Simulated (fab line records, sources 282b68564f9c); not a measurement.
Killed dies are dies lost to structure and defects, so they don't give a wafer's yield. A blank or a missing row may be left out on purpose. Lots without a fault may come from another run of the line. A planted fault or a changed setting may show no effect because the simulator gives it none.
Which tool did it? | flow rit_cmos | 7 lots, 21 wafers sampled, at 2 steps of a route of 202

WHAT THE GAUGES READ, wafer by wafer
RIT_NRETRO_TW_MEAS_10.
lot  | measured    | on            | NRETRO_TW
L633 | day 2 23:50 | film_metro-04 | 1042 1034 1038
L635 | day 3 07:05 | film_metro-04 | 1037 1034 1034
L637 | day 3 17:47 | film_metro-04 | 1035 1035 1035
L639 | day 4 03:57 | film_metro-01 | 1062 1062 1064
L644 | day 5 02:26 | film_metro-01 | 1053 1061 1060
L646 | day 5 10:46 | film_metro-04 | 221 222 218 222 222 219
L649 | day 6 07:23 | film_metro-04 | 232 226 226 232 227 228

WHICH TOOL RAN EACH LOT (tool, then ch and the chambers of the sampled wafers, then the start)
lot  | RIT_NRETRO_DEVELOP_05
L633 | litho_track-04 ch 0, day 2 22:00
L635 | litho_track-01 ch 0, day 3 06:00
L637 | litho_track-01 ch 0, day 3 17:00
L639 | litho_track-03 ch 0, day 4 02:00
L644 | litho_track-03 ch 0, day 5 01:00
L646 | litho_track-03 ch 0, day 5 09:00
L649 | litho_track-03 ch 0, day 6 06:00
- RIT_NRETRO_DEVELOP_05: develop time 68 s.

THE ANSWER, worked out from the rows above alone
Rule: what is usual is taken from the lots themselves. Put in order of their means at a reading, lots are off if they are a third of the lots or fewer, leave a main group of 4 or more, and stand apart from it by a gap of 3 or more times the standard deviation of the main group's means; of several such gaps the widest counts. A main group whose means are all the same, to the digits that the tables above print for the reading, isn't used. A lot without any number at a reading at which 4 lots or more have one is off too. The other lots that the step has rows for count as sound.
Off: L646, L649, at RIT_NRETRO_TW_MEAS_10 (NRETRO_TW). The main group: mean 1046, standard deviation 12.
A tool fits if, at a process step before that reading, it ran every lot that is off, and no sound lot after the first of them. The gauges at RIT_NRETRO_TW_MEAS_10 are tried like those tools. Can't be told from this: 2 tools fit, litho_track-03 at RIT_NRETRO_DEVELOP_05, film_metro-04 at RIT_NRETRO_TW_MEAS_10.

WHAT THE SIMULATOR HAD PUT IN
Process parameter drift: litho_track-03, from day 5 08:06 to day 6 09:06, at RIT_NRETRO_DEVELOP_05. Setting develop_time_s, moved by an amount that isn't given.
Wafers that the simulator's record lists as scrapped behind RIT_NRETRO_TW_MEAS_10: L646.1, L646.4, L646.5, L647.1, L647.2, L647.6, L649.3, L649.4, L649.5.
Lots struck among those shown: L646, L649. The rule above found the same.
